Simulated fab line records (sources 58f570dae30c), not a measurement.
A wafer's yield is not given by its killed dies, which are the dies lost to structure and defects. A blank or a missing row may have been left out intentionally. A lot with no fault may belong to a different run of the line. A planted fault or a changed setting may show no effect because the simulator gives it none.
The tool behind it: which one? | flow berkeley cmos170 | 7 lots, 21 wafers sampled, at 1 step of a route of 331

## WHAT THE GAUGES SHOWED, per wafer
UCB170_PFIELD_OVL_MEAS_06.
lot  | measured    | on         | PFIELD_OVL (nm)
L812 | day 5 11:53 | overlay-02 | -11 -9 -8
L814 | day 5 18:30 | overlay-01 | -6 -8 -2
L816 | day 6 22:02 | overlay-01 | -7 -2 -5
L819 | day 7 03:16 | overlay-02 | -13 -8 -9
L824 | day 7 21:51 | overlay-01 | -13 -14 -11
L829 | day 8 21:47 | overlay-02 | -3 2 2
L828 | day 9 17:13 | overlay-02 | -4 0 -7

## WHICH TOOL RAN EACH LOT (tool, then ch and the chambers of the sampled wafers, then the start)
The record shows no process step preceding these readings.

## THE ANSWER, worked out from the rows above alone
Rule: the usual values come from the lots themselves. The widest of any qualifying gaps counts: lots, ordered by their means at a reading, are off when they make up no more than a third of the lots, leave a main group of 4 or more, and stand apart from it by 3 or more times the standard deviation of that group's means. A main group whose means are all the same, to the digits that the tables above print for the reading, isn't used. A lot without any number at a reading at which 4 lots or more have one is off too. All remaining lots with rows at the step are treated as sound.
No lot is off on any of the readings shown, so nothing can be concluded from this.

## WHAT THE SIMULATOR HAD PUT IN
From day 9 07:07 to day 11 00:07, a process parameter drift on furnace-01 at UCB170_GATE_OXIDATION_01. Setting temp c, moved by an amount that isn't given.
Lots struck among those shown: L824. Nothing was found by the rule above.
